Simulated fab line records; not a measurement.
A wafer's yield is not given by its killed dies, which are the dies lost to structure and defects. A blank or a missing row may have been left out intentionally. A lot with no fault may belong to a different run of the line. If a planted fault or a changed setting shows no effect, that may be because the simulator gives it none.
2 desks looking at one fault + flow berkeley_cmos170 + numbers are kept per desk, each desk with only its own; the story behind them comes last

## METROLOGY DESK
Means of the sampled wafers that have a number, per lot and without regard to the tool the lot ran on: this is what the gauges read. A lot is out of limits, marked OUT, if its mean lies more than 4 standard deviations from the usual mean; the brackets give that distance.
Columns: A = NSD_OVL at UCB170_NSD_OVL_MEAS_07, usual 2 nm
| lot  | first seen here | A  |
|------|-----------------|----|
| L422 | day 7 03:31     | 2  |
| L423 | day 7 10:59     | -2 |
| L425 | day 7 11:04     | 10 |
| L426 | day 7 11:34     | 2  |
| L424 | day 7 11:37     | 7  |
| L428 | day 7 21:01     | 2  |
| L431 | day 8 11:31     | -3 |
| L430 | day 8 12:14     | 0  |
| L439 | day 9 23:49     | -2 |
| L442 | day 10 21:51    | 4  |
| L441 | day 10 22:17    | 6  |
| L443 | day 11 06:34    | 4  |
| L444 | day 11 07:18    | 2  |
Result from this desk: across the 13 lots, nothing is out of limits.

## DESK OF THE TOOL OWNER: rie_diel-03
The tool's own readings at UCB170_CONTACT_ETCH_17 (etches BARC in N2/H2): means of the sampled wafers that have a number, for each lot that ran on this tool. A lot is out of limits, marked OUT, if its mean lies more than 4 standard deviations from the usual mean; the brackets give that distance.
Columns: A = bias_w at UCB170_CONTACT_ETCH_17, usual 100.0 W; B = drypump_motor_current_A at UCB170_CONTACT_ETCH_17, usual 5.6 A; C = oes_product_au at UCB170_CONTACT_ETCH_17, usual 0.995 a.u.; D = throttle_valve_pct at UCB170_CONTACT_ETCH_17, usual 13.28 %
| lot  | first seen here | A               | B   | C     | D     |
|------|-----------------|-----------------|-----|-------|-------|
| L424 | day 7 19:37     | 99.7            | 5.4 | 0.983 | 13.20 |
| L428 | day 8 06:32     | 99.9            | 5.6 | 0.965 | 13.18 |
| L430 | day 8 21:11     | 99.9            | 5.4 | 0.973 | 13.12 |
| L439 | day 10 07:59    | 104.4 (+14) OUT | 5.4 | 0.998 | 13.20 |
This desk's verdict: out of limits on L439, starting with L439 at day 10 07:59 (bias_w at UCB170_CONTACT_ETCH_17). L424, L428, L430: within limits.

## ALL TOGETHER
An alarm could have come from the tool owner's desk at day 10 07:59, on L439.
Metrology desk: nothing out of limits seen.
The metrology desk has L439 on record, within its limits.
On rie_diel-03, each named lot ran UCB170_CONTACT_ETCH_17.

## WHAT THE SIMULATOR HAD INSERTED
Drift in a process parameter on rie_diel-03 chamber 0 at UCB170_CONTACT_ETCH_17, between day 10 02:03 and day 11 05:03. The setting bias_w was moved by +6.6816, starting from 100. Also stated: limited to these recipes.
Lots struck among those shown: L439.
Delay in hours, fault start to first out-of-limits reading, by desk: the tool owner's desk at 6.
